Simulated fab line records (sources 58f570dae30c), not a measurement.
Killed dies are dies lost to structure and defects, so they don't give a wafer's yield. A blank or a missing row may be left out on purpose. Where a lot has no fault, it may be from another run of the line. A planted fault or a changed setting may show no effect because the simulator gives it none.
Split-lot trial + flow berkeley cmos170 + 23 wafers read across 5 lots, on a route 331 steps long

ABOUT THE SPLIT
At UCB170_PVT_COAT_01 (resist thk 900 nm), the setting spin rpm was moved away from the recipe's 1500 rpm on 4 of the 23 wafers read, by +5.3% to +5.7%. This setting was run at the recipe's value on the other wafers.

The split's own step is where the reading is taken.

THE READING
KrF_of_PVT_COAT_01.thk nm (the simulator's own value, which no gauge read), in nm, at UCB170_PVT_COAT_01 (resist thk 900 nm). No usual value for it is given in the file. Here, 19 wafers ran the recipe; their average is 900.0 nm with a standard deviation of 2.1 nm.

| wafer  | tool, chamber at the split | spin rpm as run, rpm | against the recipe | KrF_of_PVT_COAT_01.thk nm, nm | against lot-mates on the recipe |
|--------|----------------------------|----------------------|--------------------|-------------------------------|---------------------------------|
| L078.1 | litho track-01, 0          | 1500                 | recipe             | 899.8                         | -                               |
| L078.2 | litho track-01, 0          | 1500                 | recipe             | 899.7                         | -                               |
| L078.3 | litho track-01, 0          | 1500                 | recipe             | 902                           | -                               |
| L078.5 | litho track-01, 0          | 1500                 | recipe             | 900.2                         | -                               |
| L078.6 | litho track-01, 0          | 1500                 | recipe             | 899.6                         | -                               |
| L080.1 | litho track-04, 0          | 1500                 | recipe             | 900.7                         | -                               |
| L080.2 | litho track-04, 0          | 1500                 | recipe             | 897.7                         | -                               |
| L080.3 | litho track-04, 0          | 1579                 | +5.3%              | 875.4                         | -23.3                           |
| L080.4 | litho track-04, 0          | 1500                 | recipe             | 897.6                         | -                               |
| L080.6 | litho track-04, 0          | 1579                 | +5.3%              | 879.3                         | -19.4                           |
| L076.1 | litho track-04, 0          | 1500                 | recipe             | 901.7                         | -                               |
| L076.2 | litho track-04, 0          | 1500                 | recipe             | 899.9                         | -                               |
| L076.3 | litho track-04, 0          | 1500                 | recipe             | 902.5                         | -                               |
| L076.4 | litho track-04, 0          | 1500                 | recipe             | 897.5                         | -                               |
| L076.6 | litho track-04, 0          | 1500                 | recipe             | 903                           | -                               |
| L085.1 | litho track-04, 0          | 1500                 | recipe             | 903.6                         | -                               |
| L085.2 | litho track-04, 0          | 1500                 | recipe             | 900.3                         | -                               |
| L085.6 | litho track-04, 0          | 1500                 | recipe             | 902                           | -                               |
| L084.1 | litho track-03, 0          | 1586                 | +5.7%              | 872.3                         | -25.2                           |
| L084.2 | litho track-03, 0          | 1500                 | recipe             | 898                           | -                               |
| L084.3 | litho track-03, 0          | 1500                 | recipe             | 899.5                         | -                               |
| L084.4 | litho track-03, 0          | 1500                 | recipe             | 895.1                         | -                               |
| L084.6 | litho track-03, 0          | 1586                 | +5.7%              | 875.1                         | -22.4                           |

FIT RESULTS
A straight line over all 23 wafers: KrF_of_PVT_COAT_01.thk nm changes by -4.46 nm for each +1% of spin rpm; r = -0.98; the points scatter about the line by 2.2 nm.
The same after taking each lot's own level away (the mean of its wafers on the recipe; 23 wafers): -4.11 nm for each +1%; r = -0.98; scatter 1.7 nm.
The reading moves by 24 nm for the largest change in spin rpm, on that fit.
Measured against the standard deviation above, the lots' own levels, which go from 897.53 to 901.97 nm, span 2.1 times it.
The two slopes agree, so the slope changes little with the lot-to-lot level.
Check: with one of the wafers moved furthest among these (+5.7%) left out of the fit, the line predicts -22.9 nm for it against its lot-mates. It came out at -25.2 nm against them.

THE OTHER SPLITS THESE WAFERS WENT THROUGH
Other splits were also applied to these wafers ahead of the reading. Each is held against what the fit with the lots' levels taken away leaves over:
| other split on the same wafers          | wafers away from the commonest value | r with KrF_of_PVT_COAT_01.thk nm (lot level and that fit taken away) |
|-----------------------------------------|--------------------------------------|----------------------------------------------------------------------|
| UCB170_START_OXIDATION_02 ox time s     | 15                                   | -0.03                                                                |
| UCB170_NWELL_CVD_04 temp c              | 10                                   | +0.00                                                                |
| UCB170_WELLDRIVE_OXIDATION_01 temp c    | 15                                   | +0.00                                                                |
| UCB170_ACTIVE_COAT_08 spin rpm          | 6                                    | +0.06                                                                |
| UCB170_ACTIVE_DEVELOP_12 develop time s | 6                                    | +0.08                                                                |
| UCB170_PFIELD_IMPLANT_07 energy kev     | 5                                    | +0.15                                                                |
| UCB170_SCREENOX_OXIDATION_01 temp c     | 15                                   | -0.01                                                                |

THE WHOLE CHAIN: every reading that the file lists as answering this split, in the file's order
| step                | what it does      | reading                                                                    | change (the file's fit)              | r (the file's) |
|---------------------|-------------------|----------------------------------------------------------------------------|--------------------------------------|----------------|
| UCB170_PVT_COAT_01  | resist thk 900 nm | KrF_of_PVT_COAT_01.thk nm (the simulator's own value, which no gauge read) | -4.11 nm for each +1% of the setting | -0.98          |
| UCB170_PVT_STRIP_08 | strips in O2      | strip time to endpoint s                                                   | withheld for each +1% of the setting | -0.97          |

THE FILE'S OWN FIT
KrF_of_PVT_COAT_01.thk nm changes by -4.11 nm for each +1% of spin rpm, r = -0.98.
